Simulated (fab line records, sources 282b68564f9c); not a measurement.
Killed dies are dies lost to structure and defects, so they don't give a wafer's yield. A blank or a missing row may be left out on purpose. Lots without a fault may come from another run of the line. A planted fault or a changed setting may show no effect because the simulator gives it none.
Which tool did it? | flow rit_cmos | 14 lots, 42 wafers sampled, at 3 steps of a route of 202

WHAT THE GAUGES READ, wafer by wafer
RIT_NLDD_TW_MEAS_10. Usual: NLDD_TW 2478, standard deviation 21.
lot  | measured    | on            | NLDD_TW        | flag
L356 | day 3 03:21 | film_metro-01 | 2447 2452 2443 |
L357 | day 3 06:44 | film_metro-04 | 2487 2488 2508 |
L361 | day 4 06:35 | film_metro-04 | 2516 2519 2505 |
L362 | day 4 10:06 | film_metro-01 | 2443 2459 2458 |
L363 | day 4 14:50 | film_metro-02 | 2474 2471 2476 |
L364 | day 4 20:47 | film_metro-01 | 2470 2453 2454 |
L365 | day 5 01:15 | film_metro-02 | 2497 2472 2495 |
L366 | day 5 04:19 | film_metro-01 | 2459 2458 2446 |
L367 | day 5 08:10 | film_metro-04 | 2484 2499 2508 |
L371 | day 6 06:19 | film_metro-01 | 2462 2453 2471 |
L372 | day 6 08:44 | film_metro-02 | 2479 2475 2471 |
L375 | day 6 23:44 | film_metro-02 | 2482 2471 2472 |
L377 | day 7 13:51 | film_metro-01 | 2453 2460 2473 |
L378 | day 7 15:37 | film_metro-01 | 2462 2457 2465 |

RIT_PSD_TW_MEAS_10. Usual: PSD_TW 3423, standard deviation 30.
lot  | measured    | on            | PSD_TW         | flag
L356 | day 3 10:10 | film_metro-01 | 3397 3390 3393 |
L357 | day 3 13:45 | film_metro-01 | 3379 3394 3380 |
L361 | day 4 13:28 | film_metro-01 | 3401 3417 3410 |
L362 | day 4 17:07 | film_metro-04 | 3478 3502 3493 |
L363 | day 4 22:56 | film_metro-01 | 3417 3403 3414 |
L364 | day 5 03:53 | film_metro-01 | 3407 3402 3394 |
L365 | day 5 08:25 | film_metro-01 | 3431 3416 3430 |
L366 | day 5 11:13 | film_metro-04 | 3445 3452 3466 |
L367 | day 5 15:25 | film_metro-02 | 3446 3447 3436 |
L371 | day 6 13:43 | film_metro-04 | 3432 3440 3454 |
L372 | day 6 15:38 | film_metro-01 | 3389 3412 3397 |
L375 | day 7 06:45 | film_metro-01 | 3403 3391 3402 |
L377 | day 7 21:04 | film_metro-01 | 3435 3430 3418 |
L378 | day 7 22:35 | film_metro-04 | 3460 3450 3466 |

WHICH TOOL RAN EACH LOT (tool, then ch and the chambers of the sampled wafers, then the start)
lot  | RIT_NSD_STRIP_09
L356 | plasma_asher-04 ch 0,1, day 3 08:34
L357 | plasma_asher-03 ch 0,1, day 3 12:01
L361 | plasma_asher-03 ch 0,1, day 4 11:44
L362 | plasma_asher-04 ch 0,1, day 4 15:24
L363 | plasma_asher-04 ch 0,1, day 4 21:13
L364 | plasma_asher-03 ch 0,1, day 5 02:12
L365 | plasma_asher-04 ch 0,1, day 5 06:35
L366 | plasma_asher-01 ch 0,1, day 5 09:29
L367 | plasma_asher-04 ch 0,1, day 5 13:41
L371 | plasma_asher-04 ch 0,1, day 6 12:09
L372 | plasma_asher-01 ch 0,1, day 6 13:55
L375 | plasma_asher-01 ch 0,1, day 7 05:02
L377 | plasma_asher-01 ch 0,1, day 7 19:19
L378 | plasma_asher-01 ch 1, day 7 20:58
- RIT_NSD_STRIP_09: strips in O2, time 180 s.

WHAT THE TOOLS THEMSELVES READ (means of the sampled wafers that have a number; where no wafer has one, the mark that the record gives instead)
RIT_NSD_STRIP_09. Usual: drypump_motor_current_A 5.4 A, standard deviation 0.4.
lot  | tool            | drypump_motor_current_A (A) | flag
L356 | plasma_asher-04 | 5.1                         |
L357 | plasma_asher-03 | 5.5                         |
L361 | plasma_asher-03 | 5.6                         |
L362 | plasma_asher-04 | 5.1                         |
L363 | plasma_asher-04 | 5.3                         |
L364 | plasma_asher-03 | 5.5                         |
L365 | plasma_asher-04 | 5.3                         |
L366 | plasma_asher-01 | 5.9                         |
L367 | plasma_asher-04 | 5.1                         |
L371 | plasma_asher-04 | 5.1                         |
L372 | plasma_asher-01 | 5.7                         |
L375 | plasma_asher-01 | 5.9                         |
L377 | plasma_asher-01 | 5.8                         |
L378 | plasma_asher-01 | 5.6                         |

THE ANSWER, worked out from the rows above alone
Rule: a lot is off if the mean of its wafers that have a number lies more than 3 standard deviations from the usual mean. A lot without any number at a reading at which 4 lots or more have one is off too. The other lots that the step has rows for count as sound. The gauges are gone through in route order, then the tools' own readings, and for those a lot's mean is taken as printed above. The first step at which some lot is off is used, and at that step the reading that is off furthest; a lot without a number counts as furthest.
No lot is off at any reading shown: from this, nothing can be told.

WHAT THE SIMULATOR HAD PUT IN
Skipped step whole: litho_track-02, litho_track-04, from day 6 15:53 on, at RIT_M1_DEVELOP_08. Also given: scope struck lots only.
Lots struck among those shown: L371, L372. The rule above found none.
